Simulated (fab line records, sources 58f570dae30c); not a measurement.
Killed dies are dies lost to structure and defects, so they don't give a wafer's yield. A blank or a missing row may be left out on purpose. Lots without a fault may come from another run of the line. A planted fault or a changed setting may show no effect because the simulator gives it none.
fab line records | flow berkeley_cmos170
record lots=14 wafers=42 last_day=12
route steps=331 shown PWELL@49 NVT@113
lots that met no fault: from a run of the same line without faults
start_h: hours from the record's first day to the start of the lot's first wafer shown | wait_h: hours since the lot's step before | " the same as in the row above | L1.1+2: a row that stands for several wafers | - no value, or no start given | * or withheld: withheld | < > ~ a bound
route shown NAME@n: a module of which the file shows steps, and the number in the route of the first | usual: mean/standard deviation of fault-free wafers | same: alike in all rows | chamber/n: place in a boat | sites: the reading at each site | _std_site: their standard deviation | _edge_site: outer sites' mean less inner sites' | radius_mm: how far each site lies from the wafer's centre | mask NAME#n: copy n | behind: the tool/chamber that last shaped the wafer | hold: why the lot was held/for how many hours/how that ended | device: the transistor (n, p or np) that didn't switch | end of line: the same wafers' tests at the end of the route | a step without rows: its recipe alone | killed: dies lost to structure and defects at the first sort, not the wafer's yield | map: a wafer's dies, x killed, . not, _ none there
set.NAME: the setting as run; set.NAME@STEP: as run at that earlier step | model.NAME: the simulator's own value behind a step, which no gauge read
steps of the route over a sample of lots; a table a step, a row a wafer
services: from which hour (start_h, from the record's first day; less than 0 if before it) a tool's chamber was out of use, for how many hours, and why
## steps
# step UCB170_PWELL_IMPLANT_15
# recipe species=B dose_cm2=5e+12 energy_kev=60 tilt_deg=7
# usual dose_ions_cm2=4.999e+12/5.1e+09 end_station_pressure_torr=5.02e-06/2.9e-07 faraday_current_uA=15.8/0.32 tilt_deg=7.000/0.02
# columns lot.wafer tool chamber start_h wait_h dose_ions_cm2 end_station_pressure_torr faraday_current_uA tilt_deg
L974.1 implanter-03 0 51.54 0.1 5.001e+12 4.74e-06 15.2 7.016
L974.3 " 0 " " 5.006e+12 5.02e-06 15.8 7.009
L974.6 " 0 " " 4.996e+12 5.37e-06 15.9 7.017
L976.2 implanter-03 0 59.41 0.1 4.992e+12 4.87e-06 16.0 6.975
L976.4 " 0 " " 4.987e+12 5.1e-06 16.6 6.991
L976.5 " 0 " " 4.998e+12 5.03e-06 16.0 6.983
L975.1 implanter-04 0 59.60 0.1 5.002e+12 4.97e-06 15.7 7.000
L975.2 " 0 " " 4.998e+12 4.85e-06 15.5 7.006
L975.4 " 0 " " 5.006e+12 5.36e-06 15.9 6.993
L977.1 implanter-04 0 65.62 0.1 4.986e+12 5.34e-06 16.6 6.991
L977.2 " 0 " " 4.993e+12 4.89e-06 16.3 7.006
L977.3 " 0 " " 4.998e+12 5.5e-06 16.2 7.025
L979.3 implanter-04 0 77.29 0.1 4.996e+12 5.1e-06 16.1 7.010
L979.4 " 0 " " 5e+12 4.76e-06 15.8 6.987
L979.5 " 0 " " 4.996e+12 4.97e-06 15.8 7.019
L980.1 implanter-02 0 85.86 0.1 4.994e+12 4.82e-06 16.1 6.968
L980.4 " 0 " " 5.002e+12 5.28e-06 15.6 6.981
L980.6 " 0 " " 5.003e+12 4.94e-06 15.9 6.964
L981.1 implanter-03 0 86.15 0.1 5.004e+12 5.33e-06 15.4 7.007
L981.5 " 0 " " 4.994e+12 5.22e-06 15.5 6.995
L981.6 " 0 " " 4.999e+12 5.22e-06 15.6 6.977
L982.2 implanter-03 0 93.94 0.1 4.999e+12 5.06e-06 16.0 7.003
L982.4 " 0 " " 5.01e+12 5.62e-06 15.4 7.005
L982.5 " 0 " " 5.008e+12 5.02e-06 16.0 6.986
L984.1 implanter-04 0 105.42 0.1 4.992e+12 4.91e-06 15.8 6.994
L984.3 " 0 " " 4.999e+12 5.3e-06 16.1 6.990
L984.5 " 0 " " 5.006e+12 5.52e-06 15.6 6.988
L987.1 implanter-02 0 118.69 0.1 5.002e+12 5.05e-06 16.1 7.030
L987.3 " 0 " " 4.995e+12 4.86e-06 15.4 7.027
L987.5 " 0 " " 4.989e+12 5.2e-06 16.4 7.027
L986.1 implanter-03 0 118.69 0.1 5.005e+12 4.71e-06 16.5 7.018
L986.2 " 0 " " 5.005e+12 4.83e-06 15.5 7.011
L986.4 " 0 " " 5.001e+12 5.14e-06 16.0 7.039
L992.3 implanter-03 0 139.82 0.1 4.991e+12 4.56e-06 15.4 7.039
L992.5 " 0 " " 4.993e+12 4.98e-06 15.8 7.022
L992.6 " 0 " " 5.001e+12 4.85e-06 16.2 7.009
L994.1 implanter-04 0 147.28 0.1 3.342e+12 5.06e-06 10.6 6.991
L994.4 " 0 " " 3.35e+12 4.93e-06 10.5 6.988
L994.5 " 0 " " 3.351e+12 5.17e-06 10.5 6.996
L996.3 implanter-04 0 163.16 0.1 3.353e+12 4.62e-06 10.5 7.005
L996.4 " 0 " " 3.351e+12 5.26e-06 10.5 7.003
L996.6 " 0 " " 3.34e+12 5.15e-06 10.8 6.986
# step UCB170_PWELL_TW_MEAS_17
# usual PWELL_TW=381/3.3
# columns lot.wafer tool chamber start_h wait_h PWELL_TW
L974.1 film_metro-02 - 51.79 0.1 380
L974.3 " - " " 379
L974.6 " - " " 378
L976.2 film_metro-01 - 59.65 0.1 379
L976.4 " - " " 380
L976.5 " - " " 379
L975.1 film_metro-01 - 59.85 0.1 382
L975.2 " - " " 381
L975.4 " - " " 381
L977.1 film_metro-02 - 65.87 0.1 379
L977.2 " - " " 381
L977.3 " - " " 379
L979.3 film_metro-01 - 77.51 0.1 380
L979.4 " - " " 377
L979.5 " - " " 377
L980.1 film_metro-02 - 86.11 0.1 379
L980.4 " - " " 381
L980.6 " - " " 380
L981.1 film_metro-04 - 86.40 0.1 383
L981.5 " - " " 384
L981.6 " - " " 387
L982.2 film_metro-02 - 94.17 0.1 380
L982.4 " - " " 379
L982.5 " - " " 380
L984.1 film_metro-01 - 105.67 0.1 383
L984.3 " - " " 385
L984.5 " - " " 383
L987.1 film_metro-04 - 118.94 0.1 386
L987.3 " - " " 384
L987.5 " - " " 385
L986.1 film_metro-02 - 118.94 0.1 377
L986.2 " - " " 378
L986.4 " - " " 376
L992.3 film_metro-04 - 140.04 0.1 386
L992.5 " - " " 383
L992.6 " - " " 386
L994.1 film_metro-02 - 147.53 0.1 335
L994.4 " - " " 332
L994.5 " - " " 333
L996.3 film_metro-01 - 163.38 0.1 335
L996.4 " - " " 336
L996.6 " - " " 334
# step UCB170_NVT_TW_MEAS_09
# usual NVT_TW=526/5.1
# columns lot.wafer tool chamber start_h wait_h NVT_TW
L974.1 film_metro-01 - 109.36 0.1 528
L974.3 " - " " 529
L974.6 " - " " 526
L975.1 film_metro-01 - 129.30 0.1 527
L975.2 " - " " 523
L975.4 " - " " 525
L976.2 film_metro-04 - 129.35 0.1 527
L976.4 " - " " 529
L976.5 " - " " 527
L977.1 film_metro-03 - 129.58 0.1 522
L977.2 " - " " 524
L977.3 " - " " 521
L980.1 film_metro-04 - 145.98 0.1 535
L980.4 " - " " 534
L980.6 " - " " 534
L979.3 film_metro-01 - 146.15 0.1 526
L979.4 " - " " 526
L979.5 " - " " 524
L981.1 film_metro-03 - 146.26 0.1 520
L981.5 " - " " 523
L981.6 " - " " 524
L982.2 film_metro-04 - 152.45 0.1 532
L982.4 " - " " 535
L982.5 " - " " 534
L984.1 film_metro-01 - 162.02 0.1 525
L984.3 " - " " 522
L984.5 " - " " 525
L986.1 film_metro-03 - 181.90 0.1 518
L986.2 " - " " 521
L986.4 " - " " 520
L987.1 film_metro-04 - 182.17 0.1 532
L987.3 " - " " 534
L987.5 " - " " 532
L992.3 film_metro-03 - 199.08 0.1 521
L992.5 " - " " 520
L992.6 " - " " 523
L994.1 film_metro-03 - 209.60 0.1 522
L994.4 " - " " 519
L994.5 " - " " 522
L996.3 film_metro-04 - 227.57 0.1 533
L996.4 " - " " 533
L996.6 " - " " 535
## services
# columns tool chamber start_h hours kind
implanter-03 - 78.17 2.6 repair
implanter-04 - 90.47 5.8 pm
implanter-04 - 102.11 2.8 repair
implanter-03 - 123.36 2.4 repair
implanter-04 - 131.99 4.5 pm
implanter-04 - 141.83 2.4 repair
## key
first_sign step=UCB170_PWELL_IMPLANT_15 reading=dose_ions_cm2 direction=down sigmas=99+ usual=4.999e+12 struck=3.348e+12
effect step=UCB170_PWELL_IMPLANT_15 reading=faraday_current_uA direction=down sigmas=16 usual=15.8 struck=10.6
effect step=UCB170_PWELL_TW_MEAS_17 reading=PWELL_TW direction=down sigmas=14 usual=381 struck=334
met_at UCB170_PWELL_IMPLANT_15
struck_lots L994,L996
tester_left_out L994,L996
not_acting_at UCB170_NVT_TW_MEAS_09
onset_between 105.42 147.28
fault kind=process_parameter_drift tool=implanter-04 chamber=- onset_h=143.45 steps=UCB170_PWELL_IMPLANT_15 channel=dose_cm2 offset=-1.65e+12 shape=step end_h=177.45 acts_in=these_recipes_only stated=5e+12
# tester_left_out: of these lots the tester's yield and bins aren't shown, on N5 and GAA mostly nor the transistor test; their killed dies are dies lost to structure and defects alone, not to doping, threshold or leakage, so they don't give the yield
